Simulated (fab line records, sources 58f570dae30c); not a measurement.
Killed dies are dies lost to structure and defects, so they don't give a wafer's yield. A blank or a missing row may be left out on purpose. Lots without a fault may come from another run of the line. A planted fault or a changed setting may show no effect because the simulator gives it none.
fab line records | flow berkeley_cmos170
record lots=15 wafers=45 last_day=11
route steps=331 shown SCREENOX@102 PVT@120 GATE@142 SDANNEAL@205
lots that met no fault: from a run of the same line without faults
start_h: hours from the record's first day to the start of the lot's first wafer shown | wait_h: hours since the lot's step before | " the same as in the row above | L1.1+2: a row that stands for several wafers | - no value, or no start given | * or withheld: withheld | < > ~ a bound
route shown NAME@n: a module of which the file shows steps, and the number in the route of the first | usual: mean/standard deviation of fault-free wafers | same: alike in all rows | chamber/n: place in a boat | sites: the reading at each site | _std_site: their standard deviation | _edge_site: outer sites' mean less inner sites' | radius_mm: how far each site lies from the wafer's centre | mask NAME#n: copy n | behind: the tool/chamber that last shaped the wafer | hold: why the lot was held/for how many hours/how that ended | device: the transistor (n, p or np) that didn't switch | end of line: the same wafers' tests at the end of the route | a step without rows: its recipe alone | killed: dies lost to structure and defects at the first sort, not the wafer's yield | map: a wafer's dies, x killed, . not, _ none there
set.NAME: the setting as run; set.NAME@STEP: as run at that earlier step | model.NAME: the simulator's own value behind a step, which no gauge read
steps of the route over a sample of lots; a table a step, a row a wafer
services: from which hour (start_h, from the record's first day; less than 0 if before it) a tool's chamber was out of use, for how many hours, and why
## steps
# step UCB170_SCREENOX_THK_MEAS_02
# recipe reads=SiO2_of_SCREENOX_OXIDATION_01
# usual SCREENOX_OXIDE_THK=14.40/0.25
# columns lot.wafer tool chamber start_h wait_h SCREENOX_OXIDE_THK[nm]
L254.1 film_metro-02 - 108.17 0.0 14.88
L254.3 " - " " 14.82
L254.5 " - " " 14.68
L255.1 film_metro-04 - 108.17 0.0 14.76
L255.4 " - " " 14.48
L255.5 " - " " 14.53
L256.2 film_metro-04 - 118.06 0.0 14.32
L256.5 " - " " 14.28
L256.6 " - " " 14.20
L260.1 film_metro-02 - 145.87 0.1 14.49
L260.2 " - " " 14.52
L260.4 " - " " 14.44
L261.2 film_metro-02 - 145.94 0.2 14.51
L261.3 " - " " 14.53
L261.5 " - " " 14.82
L263.1 film_metro-02 - 157.32 0.0 14.22
L263.5 " - " " 14.39
L263.6 " - " " 14.13
L262.2 film_metro-01 - 157.33 0.0 14.30
L262.3 " - " " 14.40
L262.5 " - " " 14.31
L265.1 film_metro-01 - 167.48 0.0 14.71
L265.3 " - " " 14.68
L265.4 " - " " 14.81
L266.2 film_metro-04 - 167.49 0.0 14.25
L266.5 " - " " 14.52
L266.6 " - " " 14.61
L267.1 film_metro-01 - 176.11 0.0 14.22
L267.4 " - " " 13.88
L267.5 " - " " 14.12
L269.1 film_metro-01 - 187.31 0.0 14.45
L269.2 " - " " 14.50
L269.3 " - " " 14.37
L270.1 film_metro-02 - 187.31 0.0 13.93
L270.2 " - " " 13.99
L270.6 " - " " 14.10
L274.1 film_metro-04 - 207.90 0.0 14.07
L274.2 " - " " 14.07
L274.4 " - " " 14.00
L273.2 film_metro-02 - 207.91 0.0 14.56
L273.3 " - " " 14.19
L273.6 " - " " 14.36
L277.2 film_metro-04 - 210.80 0.1 14.39
L277.3 " - " " 14.26
L277.4 " - " " 13.95
# step UCB170_PVT_DEVELOP_05
# recipe developer=TMAH develop_time_s=45 resist=KrF dev_temp_c=21
# columns lot.wafer tool chamber start_h wait_h
L255.1+4+5 litho_track-03 0 117 -
L254.1+3+5 litho_track-01 0 117 -
L256.2+5+6 litho_track-02 0 123 -
L261.2+3+5 litho_track-03 0 156 -
L260.1+2+4 litho_track-01 0 157 -
L263.1+5+6 litho_track-03 0 163 -
L262.2+3+5 litho_track-02 0 163 -
L266.2+5+6 litho_track-03 0 175 -
L265.1+3+4 litho_track-01 0 175 -
L267.1+4+5 litho_track-01 0 184 -
L269.1+2+3 litho_track-02 0 192 -
L270.1+2+6 litho_track-01 0 193 -
L273.2+3+6 litho_track-01 0 217 -
L274.1+2+4 litho_track-01 0 217 -
L277.2+3+4 litho_track-03 0 219 -
# step UCB170_PVT_TW_MEAS_09
# usual PVT_TW=509/4.5
# columns lot.wafer tool chamber start_h wait_h PVT_TW
L255.1 film_metro-04 - 117.85 0.1 507
L255.4 " - " " 508
L255.5 " - " " 507
L254.1 film_metro-03 - 117.91 0.1 507
L254.3 " - " " 510
L254.5 " - " " 509
L256.2 film_metro-03 - 123.69 0.1 504
L256.5 " - " " 507
L256.6 " - " " 509
L261.2 film_metro-04 - 157.18 0.1 510
L261.3 " - " " 505
L261.5 " - " " 508
L260.1 film_metro-01 - 157.58 0.1 515
L260.2 " - " " 515
L260.4 " - " " 516
L263.1 film_metro-04 - 164.16 0.1 505
L263.5 " - " " 506
L263.6 " - " " 505
L262.2 film_metro-01 - 164.17 0.1 514
L262.3 " - " " 513
L262.5 " - " " 513
L266.2 film_metro-01 - 175.53 0.1 516
L266.5 " - " " 519
L266.6 " - " " 519
L265.1 film_metro-01 - 175.76 0.1 516
L265.3 " - " " 518
L265.4 " - " " 517
L267.1 film_metro-04 - 184.66 0.1 506
L267.4 " - " " 507
L267.5 " - " " 504
L269.1 film_metro-04 - 193.14 0.1 506
L269.2 " - " " 506
L269.3 " - " " 505
L270.1 film_metro-04 - 193.49 0.1 31
L270.2 " - " " 31
L270.6 " - " " 31
L273.2 film_metro-04 - 217.49 0.1 31
L273.3 " - " " 31
L273.6 " - " " 30
L274.1 film_metro-03 - 217.75 0.1 31
L274.2 " - " " 31
L274.4 " - " " 31
L277.2 film_metro-04 - 219.81 0.1 503
L277.3 " - " " 504
L277.4 " - " " 505
# step UCB170_GATE_STRIP_16
# recipe chemistry=O2 power_w=400 pressure_mtorr=3500 platen_temp_c=withheld o2_flow_sccm=400 overash_fraction=0.5
# usual drypump_motor_current_A=5.8/0.36 oes_product_au=0.725/0.0041
# columns lot.wafer tool chamber start_h wait_h drypump_motor_current_A oes_product_au rf_hours_counter_h
L255.1 plasma_asher-04 1 129.93 0.0 5.4 0.726 35
L255.4 " 0 " " 5.3 0.717 -
L255.5 " 0 " " 5.3 0.723 -
L254.1 plasma_asher-02 0 130.18 0.0 6.1 0.722 41
L254.3 " 1 " " 5.8 0.732 -
L254.5 " 1 " " 5.8 0.728 -
L256.2 plasma_asher-04 1 140.75 0.0 5.4 0.734 36
L256.5 " 0 " " 5.3 0.723 -
L256.6 " 1 " " 5.4 0.728 -
L261.2 plasma_asher-03 0 169.11 0.0 6.2 0.724 6
L261.3 " 1 " " 6.0 0.723 -
L261.5 " 1 " " 6.0 0.717 -
L260.1 plasma_asher-04 1 169.35 0.0 5.4 0.717 40
L260.2 " 0 " " 5.3 0.719 40
L260.4 " 0 " " 5.3 0.723 -
L263.1 plasma_asher-02 0 173.44 0.0 6.1 0.730 45
L263.5 " 1 " " 5.8 0.719 -
L263.6 " 0 " " 6.1 0.726 -
L262.2 plasma_asher-04 1 173.56 0.0 5.4 0.720 40
L262.3 " 1 " " 5.4 0.728 -
L262.5 " 1 " " 5.4 0.729 -
L265.1 plasma_asher-03 0 187.81 0.0 6.2 0.732 8
L265.3 " 0 " " 6.2 0.723 -
L265.4 " 1 " " 6.1 0.718 -
L266.2 plasma_asher-02 0 188.04 0.0 6.1 0.725 47
L266.5 " 1 " " 5.8 0.728 -
L266.6 " 0 " " 6.1 0.732 -
L267.1 plasma_asher-04 1 195.18 0.0 5.4 0.725 43
L267.4 " 0 " " 5.3 0.726 -
L267.5 " 1 " " 5.4 0.726 -
L269.1 plasma_asher-04 0 204.97 0.0 5.3 0.727 44
L269.2 " 1 " " 5.4 0.722 44
L269.3 " 0 " " 5.3 0.724 -
L270.1 plasma_asher-02 0 205.16 0.0 6.1 0.719 49
L270.2 " 1 " " 5.8 0.724 49
L270.6 " 1 " " 5.8 0.726 -
L277.2 plasma_asher-03 0 229.76 0.0 6.2 0.718 12
L277.3 " 1 " " 6.1 0.721 -
L277.4 " 0 " " 6.3 0.725 -
L273.2 plasma_asher-04 1 229.98 0.0 5.4 0.726 47
L273.3 " 1 " " 5.4 0.734 -
L273.6 " 0 " " 5.3 0.732 -
L274.1 plasma_asher-02 0 230.04 0.0 6.1 0.726 52
L274.2 " 1 " " 5.8 0.727 52
L274.4 " 1 " " 5.8 0.726 -
# step UCB170_SDANNEAL_RTA_01
# recipe temp_c=1050 time_s=5 ambient=N2
# usual lamp_power_pct=44/4.6 wafer_temp_C_max=1055.2/1.7
# columns lot.wafer tool chamber start_h wait_h lamp_power_pct wafer_temp_C_max
L255.1 rtp_anneal-01 0 145.65 0.1 39 1055.5
L255.4 " 0 " " 39 1055.5
L255.5 " 0 " " 39 1054.3
L254.1 rtp_anneal-01 0 145.77 0.1 39 1054.6
L254.3 " 0 " " 39 1052.5
L254.5 " 0 " " 39 1052.4
L256.2 rtp_anneal-02 0 156.51 0.1 48 1056.1
L256.5 " 0 " " 48 1055.5
L256.6 " 0 " " 48 1057.9
L260.1 rtp_anneal-01 0 184.76 0.1 39 1054.1
L260.2 " 0 " " 39 1054.5
L260.4 " 0 " " 39 1053.4
L261.2 rtp_anneal-02 0 184.77 0.1 48 1056.9
L261.3 " 0 " " 48 1054.8
L261.5 " 0 " " 48 1056.4
L263.1 rtp_anneal-01 0 186.88 0.1 39 1053.5
L263.5 " 0 " " 39 1054.7
L263.6 " 0 " " 39 1053.0
L262.2 rtp_anneal-02 0 187.87 0.1 48 1055.7
L262.3 " 0 " " 48 1056.7
L262.5 " 0 " " 48 1054.9
L265.1 rtp_anneal-02 0 206.40 0.1 48 1057.2
L265.3 " 0 " " 48 1057.0
L265.4 " 0 " " 48 1057.1
L266.2 rtp_anneal-01 0 206.41 0.1 39 1053.0
L266.5 " 0 " " 39 1053.8
L266.6 " 0 " " 39 1052.8
L267.1 rtp_anneal-02 0 209.04 0.1 48 1056.9
L267.4 " 0 " " 48 1055.5
L267.5 " 0 " " 48 1057.9
L269.1 rtp_anneal-02 0 221.43 0.1 48 1055.0
L269.2 " 0 " " 48 1057.7
L269.3 " 0 " " 48 1056.6
L270.1 rtp_anneal-01 0 221.81 0.1 39 1052.9
L270.2 " 0 " " 39 1054.5
L270.6 " 0 " " 39 1053.5
L274.1 rtp_anneal-01 0 244.92 0.1 39 1054.5
L274.2 " 0 " " 39 1053.9
L274.4 " 0 " " 39 1054.0
L277.2 rtp_anneal-02 0 245.10 0.1 48 1055.6
L277.3 " 0 " " 48 1056.1
L277.4 " 0 " " 48 1056.6
L273.2 rtp_anneal-02 0 245.38 0.1 48 1056.7
L273.3 " 0 " " 48 1057.1
L273.6 " 0 " " 48 1057.9
## services
# columns tool chamber start_h hours kind
plasma_asher-03 - 108.75 9.0 pm
plasma_asher-03 0 108.75 9.0 vent_cycle
plasma_asher-03 1 108.75 9.0 vent_cycle
plasma_asher-02 - 110.97 6.7 repair
plasma_asher-03 0 117.75 - clean
plasma_asher-03 1 117.75 - clean
## key
first_sign step=UCB170_PVT_TW_MEAS_09 reading=PVT_TW direction=down sigmas=99+ usual=509 struck=31
effect none on later readings
met_at UCB170_PVT_DEVELOP_05
struck_lots L270,L273,L274
sort_left_out L270.1,L270.2,L270.6,L273.2,L273.3,L273.6,L274.1,L274.2,L274.4
tester_left_out L270,L273,L274
not_acting_at UCB170_SCREENOX_THK_MEAS_02,UCB170_GATE_STRIP_16,UCB170_SDANNEAL_RTA_01
onset_between 184 193
fault kind=process_parameter_drift tool=litho_track-01 chamber=- onset_h=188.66 steps=UCB170_PVT_DEVELOP_05 channel=develop_time_s offset=* shape=step end_h=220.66 acts_in=* stated=*
# tester_left_out: of these lots the tester's yield and bins aren't shown, on N5 and GAA mostly nor the transistor test; their killed dies are dies lost to structure and defects alone, not to doping, threshold or leakage, so they don't give the yield
# sort_left_out: the simulated sort isn't trusted on such a fault, so these wafers' sort isn't shown, and their yield isn't known
